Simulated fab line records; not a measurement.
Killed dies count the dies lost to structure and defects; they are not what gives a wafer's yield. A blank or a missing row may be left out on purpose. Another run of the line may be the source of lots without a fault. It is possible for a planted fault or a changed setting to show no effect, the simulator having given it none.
2 desks, one fault | flow berkeley_cmos170 | what lay behind the numbers comes last; until then each desk has only its own

== FROM THE METROLOGY DESK ==
Means of the sampled wafers that have a number, per lot and without regard to the tool the lot ran on: this is what the gauges read. Marked OUT: a lot whose mean sits more than 4 standard deviations from the usual mean, which makes it out of limits; the brackets give that distance.
Columns: A = cd_nm at UCB170_M1_CD_MEAS_09, usual 699.9 nm; B = M1_OVL at UCB170_M1_OVL_MEAS_10, usual 0 nm; C = cd_nm at UCB170_M1_CD_MEAS_90, usual 700.4 nm
lot  | first seen here | A     | B  | C
L945 | day 8 18:43     | 700.4 | -0 | 700.2
L948 | day 9 05:37     | 700.8 | 3  | 702.8
L949 | day 9 14:32     | 699.7 | 8  | 699.2
L951 | day 10 02:01    | 699.9 | 5  | 701.4
L956 | day 10 14:49    | 697.5 | -4 | 699.8
L957 | day 10 15:10    | 699.1 | 4  | 698.8
L955 | day 10 15:26    | 698.6 | -7 | 699.5
This desk's verdict: no lot among the 7 shows anything out of limits.

== FOR THE TOOL OWNER'S DESK: furnace-03 ==
At UCB170_M1_ANNEAL_14 (time 1200 s), the tool's own readings, given per lot that ran on this tool as the mean of the sampled wafers with a number. Marked OUT: a lot whose mean sits more than 4 standard deviations from the usual mean, which makes it out of limits; the brackets give that distance. Of its 8 readings 7 are shown: the one that was out of limits first, and those that lie furthest out on some lot.
Columns: A = spike_tc_centre_C at UCB170_M1_ANNEAL_14, usual 402.7 C; B = spike_tc_load_C at UCB170_M1_ANNEAL_14, usual 418.5 C; C = spike_tc_source_C at UCB170_M1_ANNEAL_14, usual 419.3 C; D = tube_center_temp_C at UCB170_M1_ANNEAL_14, usual 400 C; E = tube_center_temp_C_max at UCB170_M1_ANNEAL_14, usual 401.03; F = zone_power_load_pct at UCB170_M1_ANNEAL_14, usual 5.92 %; G = zone_power_source_pct at UCB170_M1_ANNEAL_14, usual 5.22 %
lot  | first seen here | A               | B               | C               | D                     | E                        | F              | G
L945 | day 8 19:16     | 403.7           | 417.8           | 420.1           | 400                   | 400.96                   | 5.88           | 5.23
L948 | day 9 07:13     | 402.9           | 416.9           | 419.8           | 400                   | 400.95                   | 5.91           | 5.20
L949 | day 9 15:34     | 402.0           | 417.7           | 419.1           | 400                   | 401.03                   | 5.92           | 5.23
L951 | day 10 02:33    | 403.1           | 419.7           | 419.6           | 400                   | 400.96                   | 5.94           | 5.22
L956 | day 10 15:22    | 482.7 (+86) OUT | 498.8 (+80) OUT | 501.3 (+75) OUT | 480 (+99 or more) OUT | 481.23 (+99 or more) OUT | 8.02 (+39) OUT | 7.07 (+36) OUT
L955 | day 10 16:41    | 482.2 (+85) OUT | 501.0 (+83) OUT | 500.6 (+74) OUT | 480 (+99 or more) OUT | 481.02 (+99 or more) OUT | 8.11 (+41) OUT | 7.19 (+38) OUT
L957 | day 10 16:41    | 482.5 (+86) OUT | 499.8 (+81) OUT | 500.7 (+74) OUT | 480 (+99 or more) OUT | 481.19 (+99 or more) OUT | 8.01 (+39) OUT | 7.11 (+36) OUT
Finding of this desk: L955, L956, L957 out of limits; the first was L956 at day 10 15:22, on spike_tc_centre_C at UCB170_M1_ANNEAL_14. L945, L948, L949, L951 stayed within limits.

== PUT TOGETHER ==
The tool owner's desk had the chance to raise an alarm at day 10 15:22 on L955, L956, L957.
Metrology desk: nothing out of limits seen.
The metrology desk holds a record of L955, L956, L957, inside its limits.
Of the lots named, all ran UCB170_M1_ANNEAL_14 on furnace-03.

== WHAT THE SIMULATOR HAD PUT IN ==
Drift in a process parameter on furnace-03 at UCB170_M1_ANNEAL_14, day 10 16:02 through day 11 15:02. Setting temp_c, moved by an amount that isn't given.
Shown lots that were struck: L955, L956, L957.
